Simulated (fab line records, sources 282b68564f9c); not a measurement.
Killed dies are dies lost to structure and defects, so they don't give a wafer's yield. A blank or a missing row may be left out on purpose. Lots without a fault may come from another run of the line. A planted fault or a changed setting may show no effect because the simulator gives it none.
fab line records | flow rit_cmos
record lots=6 wafers=18 last_day=7
route steps=202 shown PRETRO@69 GATE@75 FOX2@80 REOX@98 NLDD@103 M1@202
lots that met no fault: from a run of the same line without faults
start_h: hours from the record's first day to the start of the lot's first wafer shown | wait_h: hours since the lot's step before | " the same as in the row above | L1.1+2: a row that stands for several wafers | - no value, or no start given | * or withheld: withheld | < > ~ a bound
route shown NAME@n: a module of which the file shows steps, and the number in the route of the first | usual: mean/standard deviation of fault-free wafers | same: alike in all rows | chamber/n: place in a boat | sites: the reading at each site | _std_site: their standard deviation | _edge_site: outer sites' mean less inner sites' | radius_mm: how far each site lies from the wafer's centre | mask NAME#n: copy n | behind: the tool/chamber that last shaped the wafer | hold: why the lot was held/for how many hours/how that ended | device: the transistor (n, p or np) that didn't switch | end of line: the same wafers' tests at the end of the route | a step without rows: its recipe alone | killed: dies lost to structure and defects at the first sort, not the wafer's yield | map: a wafer's dies, x killed, . not, _ none there
set.NAME: the setting as run; set.NAME@STEP: as run at that earlier step | model.NAME: the simulator's own value behind a step, which no gauge read
lots at some steps of the route; a table a step, a row a wafer
services: from which hour (start_h, from the record's first day; less than 0 if before it) a tool's chamber was out of use, for how many hours, and why
## steps
# step RIT_PRETRO_DEVELOP_05
# recipe resist=NOVOLAK develop_time_s=68 dev_temp_c=23
# step RIT_PRETRO_OVL_MEAS_06
# usual PRETRO_OVL=0.8/1.5
# columns lot.wafer tool chamber start_h wait_h PRETRO_OVL[nm]
L297.2 overlay-02 - 32.59 - 0.0
L297.3 " - " " 0.8
L297.4 " - " " 1.8
L300.2 overlay-01 - 46.37 - 1.0
L300.4 " - " " 3.9
L300.5 " - " " 0.9
L308.1 overlay-01 - 86.76 - 1.2
L308.3 " - " " 0.1
L308.6 " - " " -1.3
L309.3 overlay-02 - 92.58 - 2.4
L309.5 " - " " 2.2
L309.6 " - " " 0.7
L314.1 overlay-01 - 118.03 - 1.0
L314.3 " - " " -0.4
L314.4 " - " " -0.9
L317.3 overlay-02 - 131.89 - -1.6
L317.5 " - " " -1.3
L317.6 " - " " -1.0
# step RIT_PRETRO_HARDBAKE_07
# recipe resist=NOVOLAK temp_c=140 time_s=120
# step RIT_PRETRO_IMPLANT_08
# recipe species=B energy_kev=45 dose_cm2=1.2e+13 tilt_deg=7
# step RIT_PRETRO_STRIP_09
# recipe chemistry=O2 time_s=180 resist=NOVOLAK platen_temp_c=withheld power_w=500 pressure_mtorr=4000 o2_flow_sccm=4000
# usual drypump_motor_current_A=6.0/0.35
# columns lot.wafer tool chamber start_h wait_h drypump_motor_current_A rf_hours_counter_h
L297.2 plasma_asher-04 1 33.02 0.1 6.1 24
L297.3 " 1 " " 6.2 -
L297.4 " 0 " " 6.0 -
L300.2 plasma_asher-04 1 46.80 0.1 6.1 26
L300.4 " 0 " " 6.0 -
L300.5 " 1 " " 6.1 -
L308.1 plasma_asher-04 1 87.20 0.1 6.1 31
L308.3 " 1 " " 6.1 -
L308.6 " 1 " " 6.1 -
L309.3 plasma_asher-01 0 93.06 0.1 6.3 -
L309.5 " 0 " " 6.3 -
L309.6 " 1 " " 5.9 -
L314.1 plasma_asher-02 1 118.46 0.1 6.4 50
L314.3 " 0 " " 5.3 -
L314.4 " 1 " " 6.5 -
L317.3 plasma_asher-02 0 132.38 0.1 5.3 -
L317.5 " 0 " " 5.3 -
L317.6 " 1 " " 6.5 -
# step RIT_PRETRO_TW_MEAS_10
# usual PRETRO_TW=476/5.7
# columns lot.wafer tool chamber start_h wait_h PRETRO_TW
L297.2 film_metro-04 - 33.20 0.1 477
L297.3 " - " " 478
L297.4 " - " " 479
L300.2 film_metro-04 - 46.98 0.1 480
L300.4 " - " " 480
L300.5 " - " " 479
L308.1 film_metro-04 - 87.37 0.1 475
L308.3 " - " " 478
L308.6 " - " " 478
L309.3 film_metro-01 - 93.20 0.1 485
L309.5 " - " " 485
L309.6 " - " " 482
L314.1 film_metro-03 - 118.64 0.1 469
L314.3 " - " " 471
L314.4 " - " " 467
L317.3 film_metro-01 - 132.51 0.1 484
L317.5 " - " " 479
L317.6 " - " " 482
# step RIT_GATE_WET_ETCH_00
# recipe chemistry=BOE target=SiO2 target_depth_nm=56 time_s=60 dry=n2_spin dilution=10:1 temp_c=21.5
# step RIT_GATE_CLEAN_01
# recipe chemistry=SC1 mix=3:3:50 time_s=600 temp_c=75
# step RIT_GATE_CLEAN_02
# recipe chemistry=dHF dilution=50:1 time_s=30
# step RIT_GATE_CLEAN_03
# recipe chemistry=SC2 mix=3:3:50 time_s=600 temp_c=75 dry=n2_spin
# step RIT_GATE_CLEAN_04
# recipe chemistry=dHF dilution=50:1 time_s=60 dry=n2_spin
# step RIT_FOX2_THK_MEAS_91
# recipe reads=SiO2_of_FOX2_OXIDATION_00
# usual FIELD_OXIDE_LEFT_2_THK=255/5.6
# columns lot.wafer tool chamber start_h wait_h FIELD_OXIDE_LEFT_2_THK[nm]
L297.2 film_metro-04 - 33.88 0.0 254
L297.3 " - " " 259
L297.4 " - " " 257
L300.2 film_metro-02 - 47.46 0.0 245
L300.4 " - " " 251
L300.5 " - " " 250
L308.1 film_metro-03 - 87.85 0.0 258
L308.3 " - " " 255
L308.6 " - " " 249
L309.3 film_metro-04 - 93.69 0.0 249
L309.5 " - " " 243
L309.6 " - " " 253
L314.1 film_metro-03 - 119.12 0.0 264
L314.3 " - " " 254
L314.4 " - " " 265
L317.3 film_metro-02 - 132.99 0.0 255
L317.5 " - " " 260
L317.6 " - " " 258
# step RIT_GATE_OXIDATION_05
# recipe temp_c=900 ambient=O2 target_thk_a=30 ox_time_s=270
# usual tube_center_temp_C=900/0.089
# columns lot.wafer tool chamber start_h wait_h tube_center_temp_C
L297.2 furnace-04 0 34.21 0.3 899.94
L297.3 " 0 " " 899.95
L297.4 " 0 " " 900.01
L300.2 furnace-01 0 47.51 0.0 899.99
L300.4 " 0 " " 900.02
L300.5 " 0 " " 899.95
L308.1 furnace-04 0 87.91 0.1 899.89
L308.3 " 0 " " 900.08
L308.6 " 0 " " 899.87
L309.3 furnace-04 0 93.73 0.0 899.94
L309.5 " 0 " " 900.03
L309.6 " 0 " " 900.1
L314.1 furnace-01 0 119.42 0.3 900.02
L314.3 " 0 " " 899.96
L314.4 " 0 " " 900.02
L317.3 furnace-01 0 133.38 0.4 899.96
L317.5 " 0 " " 900.15
L317.6 " 0 " " 900.08
# step RIT_GATE_ANNEAL_06
# recipe temp_c=900 time_s=600 ambient=N2O
# step RIT_GATE_THK_MEAS_07
# recipe reads=SiO2_of_GATE_OXIDATION_05
# usual GATE_OXIDE_THK=3.01/0.076
# columns lot.wafer tool chamber start_h wait_h GATE_OXIDE_THK[nm]
L297.2 film_metro-03 - 36.27 0.0 2.93
L297.3 " - " " 2.86
L297.4 " - " " 2.90
L300.2 film_metro-04 - 49.20 0.0 2.88
L300.4 " - " " 2.92
L300.5 " - " " 2.94
L308.1 film_metro-02 - 90.16 0.0 2.92
L308.3 " - " " 3.03
L308.6 " - " " 2.98
L309.3 film_metro-02 - 95.51 0.0 3.02
L309.5 " - " " 3.07
L309.6 " - " " 3.07
L314.1 film_metro-03 - 122.68 0.0 2.91
L314.3 " - " " 2.98
L314.4 " - " " 2.97
L317.3 film_metro-04 - 135.15 0.0 3.10
L317.5 " - " " 3.06
L317.6 " - " " 3.06
# step RIT_GATE_CVD_08
# recipe material=poly-Si target_thk_nm=250 temp_c=610 precursor=SiH4 time_s=2220 pressure_mtorr=300 sih4_flow_sccm=100
# step RIT_GATE_THK_MEAS_09
# recipe reads=poly-Si_of_GATE_CVD_08
# usual GATE_POLY_THK=249.5/2.6
# columns lot.wafer tool chamber start_h wait_h GATE_POLY_THK[nm]
L297.2 film_metro-03 - 37.94 0.0 246.9
L297.3 " - " " 243.7
L297.4 " - " " 248.2
L300.2 film_metro-02 - 54.50 0.0 248.2
L300.4 " - " " 246.5
L300.5 " - " " 247.1
L308.1 film_metro-04 - 91.83 0.0 251.1
L308.3 " - " " 251.1
L308.6 " - " " 251.6
L309.3 film_metro-04 - 97.19 0.0 252.7
L309.5 " - " " 250.9
L309.6 " - " " 252.4
L314.1 film_metro-04 - 124.36 0.0 251.1
L314.3 " - " " 249.8
L314.4 " - " " 251.2
L317.3 film_metro-03 - 137.35 0.0 249.3
L317.5 " - " " 248.3
L317.6 " - " " 252.3
# step RIT_GATE_HMDS_10
# recipe prime_time_s=60 prime_temp_c=140
# step RIT_GATE_COAT_11
# recipe resist=NOVOLAK spin_rpm=4250 resist_thk_nm=850
# step RIT_GATE_SOFTBAKE_12
# recipe resist=NOVOLAK temp_c=90 time_s=60
# step RIT_GATE_EXPOSE_13
# recipe mask_id=M6 na=0.6 source_shape=conventional sigma_outer=0.6 target_cd_nm=150 dose_mj=380
# step RIT_GATE_PEB_14
# recipe resist=NOVOLAK temp_c=withheld time_s=withheld
# step RIT_GATE_DEVELOP_15
# recipe resist=NOVOLAK develop_time_s=50 dev_temp_c=23
# step RIT_GATE_CD_MEAS_16
# recipe target_cd_nm=150
# usual cd_nm=148.8/2.6
# columns lot.wafer tool chamber start_h wait_h cd_nm
L297.2 cd_sem-01 - 38.99 - 145.7
L297.3 " - " " 143.8
L297.4 " - " " 144.3
L300.2 cd_sem-01 - 55.42 - 151.6
L300.4 " - " " 146.8
L300.5 " - " " 150.5
L308.1 cd_sem-01 - 92.74 - 150.4
L308.3 " - " " 150.4
L308.6 " - " " 150.5
L309.3 cd_sem-01 - 98.24 - 150.2
L309.5 " - " " 150.4
L309.6 " - " " 152.0
L314.1 cd_sem-02 - 125.34 - 142.9
L314.3 " - " " 144.5
L314.4 " - " " 142.8
L317.3 cd_sem-01 - 138.40 - 145.8
L317.5 " - " " 147.9
L317.6 " - " " 146.8
# step RIT_GATE_OVL_MEAS_17
# usual GATE_OVL=-1.4/1.5
# columns lot.wafer tool chamber start_h wait_h GATE_OVL[nm]
L297.2 overlay-02 - 39.09 0.1 0.9
L297.3 " - " " 1.8
L297.4 " - " " 1.9
L300.2 overlay-01 - 55.52 0.1 1.1
L300.4 " - " " -0.7
L300.5 " - " " 1.6
L308.1 overlay-01 - 92.86 0.1 -1.2
L308.3 " - " " -1.5
L308.6 " - " " 0.6
L309.3 overlay-01 - 98.33 0.1 0.0
L309.5 " - " " 0.1
L309.6 " - " " 0.3
L314.1 overlay-01 - 125.46 0.1 0.6
L314.3 " - " " -0.6
L314.4 " - " " -1.0
L317.3 overlay-02 - 138.50 0.1 -2.0
L317.5 " - " " -2.6
L317.6 " - " " -2.2
# step RIT_GATE_HARDBAKE_18
# recipe resist=NOVOLAK temp_c=140 time_s=60
# step RIT_GATE_ETCH_19
# recipe chemistry=SF6/CHF3/O2 time_s=165 SF6_flow_sccm=30 CHF3_flow_sccm=30 O2_flow_sccm=5 target=poly-Si pressure_mtorr=40 rf_w=160 target_depth_a=3125 over_etch_frac=0.25 stop_on=SiO2
# usual drypump_motor_current_A=5.7/0.45 oes_product_au=0.851/0.017 throttle_valve_pct=10.24/0.11
# columns lot.wafer tool chamber start_h wait_h drypump_motor_current_A oes_product_au rf_hours_counter_h throttle_valve_pct
L297.2 rie_si-01 3 39.36 0.1 5.4 0.823 61 10.22
L297.3 " 2 " " 6.1 0.854 127 10.37
L297.4 " 1 " " 6.4 0.871 77 10.32
L300.2 rie_si-02 2 55.70 0.1 6.3 0.852 11 10.40
L300.4 " 3 " " 5.1 0.838 18 10.15
L300.5 " 2 " " 6.3 0.839 - 10.41
L308.1 rie_si-02 2 93.05 0.1 6.3 0.853 12 10.39
L308.3 " 1 " " 5.4 0.862 1 10.27
L308.6 " 2 " " 6.3 0.847 - 10.39
L309.3 rie_si-01 2 98.63 0.1 6.1 0.877 127 10.39
L309.5 " 0 " " 5.3 0.855 - 10.15
L309.6 " 1 " " 6.4 0.870 - 10.32
L314.1 rie_si-02 0 125.65 0.1 5.7 0.859 129 10.04
L314.3 " 1 " " 5.4 0.853 1 10.26
L314.4 " 2 " " 6.3 0.851 12 10.40
L317.3 rie_si-01 2 138.67 0.1 6.1 0.868 128 10.36
L317.5 " 0 " " 5.3 0.846 - 10.17
L317.6 " 3 " " 5.4 0.821 - 10.23
# step RIT_GATE_STRIP_20
# recipe chemistry=O2 time_s=180 resist=NOVOLAK platen_temp_c=withheld power_w=500 pressure_mtorr=4000 o2_flow_sccm=4000
# usual drypump_motor_current_A=6.1/0.48
# columns lot.wafer tool chamber start_h wait_h drypump_motor_current_A rf_hours_counter_h
L297.2 plasma_asher-02 1 39.46 0.1 6.5 40
L297.3 " 0 " " 5.3 -
L297.4 " 1 " " 6.4 -
L300.2 plasma_asher-03 1 55.81 0.1 6.3 40
L300.4 " 1 " " 6.3 -
L300.5 " 1 " " 6.3 -
L308.1 plasma_asher-03 1 93.16 0.1 6.3 41
L308.3 " 1 " " 6.3 -
L308.6 " 0 " " 6.5 -
L309.3 plasma_asher-03 1 98.80 0.1 6.3 -
L309.5 " 0 " " 6.5 -
L309.6 " 1 " " 6.3 -
L314.1 plasma_asher-03 1 125.75 0.1 6.3 1
L314.3 " 0 " " 6.5 -
L314.4 " 1 " " 6.3 -
L317.3 plasma_asher-03 1 138.84 0.1 6.3 -
L317.5 " 0 " " 6.5 -
L317.6 " 1 " " 6.3 -
# step RIT_GATE_CD_MEAS_90
# recipe target_cd_nm=150
# usual cd_nm=148.7/2.6
# columns lot.wafer tool chamber start_h wait_h cd_nm
L297.2 cd_sem-02 - 39.69 0.2 145.6
L297.3 " - " " 143.9
L297.4 " - " " 144.2
L300.2 cd_sem-02 - 56.01 0.1 151.4
L300.4 " - " " 147.1
L300.5 " - " " 150.5
L308.1 cd_sem-02 - 93.33 0.1 150.3
L308.3 " - " " 150.8
L308.6 " - " " 151.5
L309.3 cd_sem-02 - 98.95 0.1 149.8
L309.5 " - " " 150.1
L309.6 " - " " 151.9
L314.1 cd_sem-01 - 125.93 0.1 142.6
L314.3 " - " " 144.5
L314.4 " - " " 143.1
L317.3 cd_sem-02 - 138.99 0.1 145.9
L317.5 " - " " 147.8
L317.6 " - " " 147.2
# step RIT_REOX_CLEAN_00
# recipe chemistry=SC1 mix=3:3:50 time_s=600 temp_c=75
# step RIT_REOX_CLEAN_01
# recipe chemistry=dHF dilution=50:1 time_s=30
# step RIT_REOX_CLEAN_02
# recipe chemistry=SC2 mix=3:3:50 time_s=600 temp_c=75 dry=n2_spin
# step RIT_REOX_OXIDATION_03
# recipe temp_c=900 ambient=O2 target_thk_a=252 ox_time_s=5580
# step RIT_REOX_THK_MEAS_04
# recipe reads=SiO2_of_REOX_OXIDATION_03
# usual REOX_OXIDE_THK=25.3/0.47
# columns lot.wafer tool chamber start_h wait_h REOX_OXIDE_THK[nm]
L297.2 film_metro-04 - 44.86 0.0 24.8
L297.3 " - " " 24.8
L297.4 " - " " 25.0
L300.2 film_metro-02 - 59.03 0.0 24.8
L300.4 " - " " 24.2
L300.5 " - " " 24.3
L308.1 film_metro-01 - 97.36 0.0 25.1
L308.3 " - " " 24.8
L308.6 " - " " 25.3
L309.3 film_metro-04 - 101.97 0.0 25.1
L309.5 " - " " 25.1
L309.6 " - " " 25.6
L314.1 film_metro-01 - 130.37 0.0 25.1
L314.3 " - " " 24.7
L314.4 " - " " 24.9
L317.3 film_metro-02 - 142.01 0.0 26.0
L317.5 " - " " 25.9
L317.6 " - " " 26.0
# step RIT_NLDD_HMDS_00
# recipe prime_time_s=60 prime_temp_c=140
# step RIT_NLDD_COAT_01
# recipe resist=NOVOLAK spin_rpm=3250 resist_thk_nm=1000
# step RIT_NLDD_SOFTBAKE_02
# recipe resist=NOVOLAK temp_c=90 time_s=60
# step RIT_NLDD_EXPOSE_03
# recipe mask_id=M7 na=0.57 target_cd_nm=40700 dose_mj=250
# step RIT_NLDD_PEB_04
# recipe resist=NOVOLAK temp_c=withheld time_s=withheld
# step RIT_NLDD_DEVELOP_05
# recipe resist=NOVOLAK develop_time_s=50 dev_temp_c=23
# step RIT_NLDD_OVL_MEAS_06
# usual NLDD_OVL=0.2/1.3
# columns lot.wafer tool chamber start_h wait_h NLDD_OVL[nm]
L297.2 overlay-01 - 45.87 - 2.3
L297.3 " - " " 2.9
L297.4 " - " " 2.5
L300.2 overlay-01 - 59.94 - -1.7
L300.4 " - " " 0.4
L300.5 " - " " 0.3
L308.1 overlay-01 - 98.48 - 0.3
L308.3 " - " " -0.4
L308.6 " - " " 2.4
L309.3 overlay-01 - 103.00 - 0.4
L309.5 " - " " -1.8
L309.6 " - " " -0.4
L314.1 overlay-02 - 131.28 - 1.9
L314.3 " - " " -1.2
L314.4 " - " " -0.2
L317.3 overlay-02 - 143.08 - -0.7
L317.5 " - " " -2.0
L317.6 " - " " -2.1
# step RIT_NLDD_HARDBAKE_07
# recipe resist=NOVOLAK temp_c=140 time_s=60
# step RIT_M1_PROBE_99
# usual killed_at_contacts=0.1/0.34 killed_at_front_end=6.9/2.8 killed_dies=7.1/2.8 killed_on_rim=1.8/1.3 killed_open=3.4/1.9 killed_short=3.6/1.7
# same gross_dies=264 killed_at_M0_to_M3=0 killed_at_M4_up=0 killed_at_back_side=0 killed_at_other=0
# columns lot.wafer tool chamber start_h wait_h killed_at_contacts killed_at_front_end killed_dies killed_on_rim killed_open killed_short
L297.2 prober-01 - 63.56 0.1 0 10 10 5 5 5
L297.3 prober-01 - 63.61 0.2 0 10 10 0 5 5
L297.4 prober-01 - 63.66 0.2 0 11 11 2 7 4
L300.2 prober-02 - 76.27 0.1 0 8 8 3 5 3
L300.4 prober-02 - 76.37 0.2 0 6 6 2 2 4
L300.5 prober-02 - 76.42 0.2 0 9 9 2 6 3
L308.1 prober-02 - 114.14 0.1 0 95 95 27 3 3
L308.3 prober-02 - 114.24 0.2 0 96 96 21 1 2
L308.6 prober-02 - 114.39 0.2 0 117 117 33 3 1
L309.3 prober-01 - 118.91 0.2 0 116 116 32 6 1
L309.5 prober-01 - 119.01 0.2 0 107 107 35 3 3
L309.6 prober-01 - 119.06 0.2 0 93 93 30 6 4
L314.1 prober-02 - 147.65 0.1 0 5 5 0 3 2
L314.3 prober-02 - 147.75 0.2 0 4 4 1 1 3
L314.4 prober-02 - 147.80 0.2 1 3 4 2 2 2
L317.3 prober-02 - 159.01 0.2 0 12 12 6 7 5
L317.5 prober-02 - 159.11 0.2 0 5 5 0 2 3
L317.6 prober-02 - 159.16 0.2 0 12 12 3 10 2
# killed by level:class
L297.2 GATE:geometric_particle:open=3 REOX:geometric_particle:open=2 SPACER:geometric_particle:short=2 SILICIDE:geometric_particle:short=2 REOX:geometric_particle:short=1
L297.3 GATE:geometric_particle:open=3 GATE:geometric_particle:short=2 SILICIDE:geometric_particle:open=2 FOX1:geometric_particle:short=1 REOX:geometric_particle:short=1 SPACER:geometric_particle:short=1
L297.4 REOX:geometric_particle:short=3 SILICIDE:geometric_particle:open=3 GATE:geometric_particle:open=2 REOX:geometric_particle:open=1 SPACER:geometric_particle:open=1 SPACER:geometric_particle:short=1
L300.2 REOX:geometric_particle:open=2 SPACER:geometric_particle:short=2 FOX1:geometric_particle:open=1 GATE:geometric_particle:short=1 SPACER:geometric_particle:open=1 SILICIDE:geometric_particle:open=1
L300.4 SILICIDE:geometric_particle:short=2 FOX2:geometric_particle:open=1 GATE:geometric_particle:short=1 REOX:geometric_particle:open=1 REOX:geometric_particle:short=1
L300.5 GATE:geometric_particle:short=3 REOX:geometric_particle:open=3 GATE:geometric_particle:open=2 SILICIDE:geometric_particle:open=1
L308.1 GATE:unspecified=89 GATE:geometric_particle:short=2 GATE:geometric_particle:open=2 FOX1:geometric_particle:short=1 FOX1:geometric_particle:open=1
L308.3 GATE:unspecified=93 REOX:geometric_particle:open=1 REOX:geometric_particle:short=1 SPACER:geometric_particle:short=1
L308.6 GATE:unspecified=112 GATE:geometric_particle:open=2 SPACER:geometric_particle:open=1 SPACER:geometric_particle:short=1 PSD:coat_microbubble_printed=1
L309.3 GATE:unspecified=109 FOX2:geometric_particle:open=2 SILICIDE:geometric_particle:open=2 GATE:geometric_particle:short=1 GATE:geometric_particle:open=1 SPACER:geometric_particle:open=1
L309.5 GATE:unspecified=101 GATE:geometric_particle:short=2 SILICIDE:geometric_particle:open=2 FOX2:geometric_particle:open=1 SILICIDE:geometric_particle:short=1
L309.6 GATE:unspecified=83 GATE:geometric_particle:open=2 REOX:geometric_particle:short=2 SILICIDE:geometric_particle:open=2 FOX1:geometric_particle:open=1 FOX2:geometric_particle:short=1 SPACER:geometric_particle:open=1 SPACER:geometric_particle:short=1
L314.1 FOX1:geometric_particle:short=2 SPACER:geometric_particle:open=2 GATE:geometric_particle:open=1
L314.3 FOX1:geometric_particle:short=1 GATE:geometric_particle:short=1 GATE:geometric_particle:open=1 SILICIDE:geometric_particle:short=1
L314.4 FOX2:geometric_particle:open=1 GATE:geometric_particle:open=1 SILICIDE:geometric_particle:short=1 CONTACT:geometric_particle:short=1
L317.3 GATE:geometric_particle:open=5 GATE:geometric_particle:short=3 SPACER:geometric_particle:open=2 REOX:geometric_particle:short=1 SPACER:geometric_particle:short=1
L317.5 FOX1:geometric_particle:short=2 ACTIVE:geometric_particle:open=1 GATE:geometric_particle:open=1 SPACER:geometric_particle:short=1
L317.6 GATE:geometric_particle:open=4 SILICIDE:geometric_particle:open=3 FOX1:geometric_particle:open=1 GATE:geometric_particle:short=1 REOX:geometric_particle:open=1 SPACER:geometric_particle:short=1 SPACER:geometric_particle:open=1
# map L308.6 (x killed, . not)
________..xxx.._______
_____xx.xxx.xx.xx.____
____xxxx...x..x.xx.___
___...x..xxx.....x.x__
__x..xxx..xx..xx.x..x_
__x...x.xxx...xxx.x.._
_.xx.x..x.x...x.x..x.x
_..x..xx...xx....xx.x.
_x..xxx....xxx.x......
_xx.....x.x..xxxxxx.x.
__x.x..x....x.xx.x..x_
__xxx.x..x...xx....x._
___x.x.x.x.....xx...__
____..xxxx.x.xx....___
_____.x....x..x..x____
________xx...x._______
# map L309.3 (x killed, . not)
________xxxx..._______
_____...xxx...x...____
____x.xx.x..x..x..x___
___x..xxxxx....xx...__
__xx.x.xxx.x.xxx..xxx_
__x....xx....x.xx..xx_
_....x....x...x..x....
_..xxxxx.x.xx...xx....
_x.xxx.xx...xx....xx..
_x.x..xx...x.x....x.xx
__x.x..x...x.x.x.x.x._
__...xx...xx.x...x..._
___..........xxxx.xx__
____.xxx......xxxx.___
_____xxx.x.xxx.xx.____
________...xxx._______
## services
# columns tool chamber start_h hours kind
furnace-04 - 24.18 2.3 pm
rie_si-02 - 29.90 2.8 pm
rie_si-02 2 33.58 2.7 repair
plasma_asher-02 - 40.67 2.8 pm
plasma_asher-03 - 57.75 28.1 pm
plasma_asher-03 - 105.49 1.6 repair
plasma_asher-03 - 108.75 9.0 pm
plasma_asher-03 0 108.75 9.0 vent_cycle
plasma_asher-03 1 108.75 9.0 vent_cycle
plasma_asher-01 - 111.83 4.1 repair
plasma_asher-03 0 117.75 - clean
plasma_asher-03 1 117.75 - clean
## key
first_sign step=RIT_M1_PROBE_99 reading=killed_dies direction=up sigmas=35 usual=7.1 struck=104
effect step=RIT_M1_PROBE_99 reading=killed_at_front_end direction=up sigmas=35 usual=6.9 struck=104
met_at RIT_GATE_OXIDATION_05
struck_wafers L308.1,L308.3,L308.6,L309.3,L309.5,L309.6
tester_left_out L308,L309
onset_between 34.21 87.91
fault kind=chamber_particle_source tool=furnace-04 chamber=- onset_h=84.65 steps=RIT_GATE_OXIDATION_05 rate_per_visit_cm2=0.89195 end_h=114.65
# tester_left_out: of these lots the tester's yield and bins aren't shown, on N5 and GAA mostly nor the transistor test; their killed dies are dies lost to structure and defects alone, not to doping, threshold or leakage, so they don't give the yield
